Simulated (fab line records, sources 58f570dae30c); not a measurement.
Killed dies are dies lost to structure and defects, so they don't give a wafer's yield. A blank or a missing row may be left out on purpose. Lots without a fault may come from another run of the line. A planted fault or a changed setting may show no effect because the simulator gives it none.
Chamber matching | flow berkeley_cmos170 | UCB170_ZERO_ETCH_06 on rie_diel-01: 3 sister chambers
The step etches SiO2 in CHF3/CF4/Ar, time 12 s. 6 wafers are shown with their chamber, then 6 later ones without.

WAFERS WITH THEIR CHAMBER
wafer  | chamber | throttle_valve_pct (%) | drypump_motor_current_A (A)
L975.1 | 1       | 9.15                   | 5.1
L975.3 | 3       | 9.52                   | 5.7
L977.2 | 2       | 9.43                   | 5.9
L977.3 | 1       | 9.18                   | 5.2
L977.6 | 3       | 9.52                   | 5.7
L984.1 | 2       | 9.42                   | 5.9

WAFERS WITHOUT THEIR CHAMBER
wafer  | throttle_valve_pct (%) | drypump_motor_current_A (A)
L984.3 | 9.16                   | 5.1
L986.1 | 9.53                   | 5.8
L986.3 | 9.16                   | 5.2
L989.2 | 9.41                   | 5.9
L989.4 | 9.18                   | 5.1
L989.5 | 9.42                   | 5.9

WHICH CHAMBER EACH WENT THROUGH
wafer  | from the rows above | in truth
L984.3 | 1                   | 1
L986.1 | 3                   | 3
L986.3 | 1                   | 1
L989.2 | 2                   | 2
L989.4 | 1                   | 1
L989.5 | 2                   | 2
Placed correctly: 6 of 6. Can't be placed from these rows: 0. Placed wrongly: 0.
How it was worked out, from the rows above alone: a wafer's distance from a chamber is the root of the sum, over the readings, of the square of ((its reading less the chamber's mean) divided by the reading's scatter). The wafer belongs to the nearest chamber; if the next one is less than 2 further off, it can't be placed. A chamber's mean is the mean of its shown wafers. The scatter: the root of (the sum of the squares of (reading less its chamber's mean) over the shown wafers, divided by (wafers less chambers)).
